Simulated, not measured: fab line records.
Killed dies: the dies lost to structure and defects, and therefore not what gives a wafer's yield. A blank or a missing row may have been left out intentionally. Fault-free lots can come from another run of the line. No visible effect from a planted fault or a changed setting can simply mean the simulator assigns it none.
Matching of chambers    flow berkeleyCmos170    rieDiel-01 running UCB170_NWELL_ETCH_13: 4 sister chambers
The step etches Si3N4 in CH3F/Ar/O2, stops on SiO2, target depth 246.4 nm, time 154 s. 14 wafers are shown with their chamber, then 7 later ones without.

## WAFERS, EACH WITH ITS CHAMBER
wafer   chamber  drypumpMotorCurrentA (A)  throttleValvePct (%)  oesProductAu (a.u.)
L575.1  1        4.9                       8.03                  0.930
L575.5  2        5.9                       8.13                  0.974
L575.6  1        4.9                       8.01                  0.922
L579.3  1        4.9                       8.02                  0.923
L579.5  3        5.1                       8.31                  0.939
L579.6  0        6.4                       7.82                  0.944
L581.2  0        6.4                       7.83                  0.956
L581.3  2        5.9                       8.14                  0.977
L581.6  1        4.9                       8.02                  0.932
L584.2  0        6.4                       7.83                  0.974
L584.3  2        5.8                       8.12                  0.973
L584.6  2        5.9                       8.12                  0.977
L589.1  1        4.9                       8.03                  0.923
L589.3  2        5.9                       8.15                  0.968

SIGNATURES (means of the wafers above)
reading               chamber 0  chamber 1  chamber 2  chamber 3  scatter within a chamber
drypumpMotorCurrentA  6.400      4.900      5.880      5.100      0.0283
throttleValvePct      7.8267     8.0220     8.1320     8.3100     0.0101
oesProductAu          0.95800    0.92600    0.97380    0.93900    0.00773
Rule: a wafer's distance from a chamber is the root of the sum, over the readings, of the square of ((its reading less the chamber's mean) divided by the reading's scatter). The wafer belongs to the nearest chamber; if the next one is less than 2 further off, it can't be placed. The scatter is the square root of a quotient: the sum, over the shown wafers, of each reading's squared deviation from its chamber's mean, divided by wafers minus chambers.

## WAFERS WHOSE CHAMBER IS MISSING
wafer   drypumpMotorCurrentA (A)  throttleValvePct (%)  oesProductAu (a.u.)
L589.6  5.8                       8.14                  0.964
L590.1  5.1                       8.34                  0.936
L590.3  4.9                       8.01                  0.921
L590.4  6.4                       7.82                  0.958
L597.2  5.1                       8.32                  0.936
L597.3  5.9                       8.13                  0.975
L597.4  6.4                       7.83                  0.961

## EACH ONE'S CHAMBER
wafer   from the rows above  in truth
L589.6  2                    2
L590.1  3                    3
L590.3  1                    1
L590.4  0                    0
L597.2  3                    3
L597.3  2                    2
L597.4  0                    0
Placed correctly: 7 of 7. Can't be placed from these rows: 0. Wrongly placed: 0.
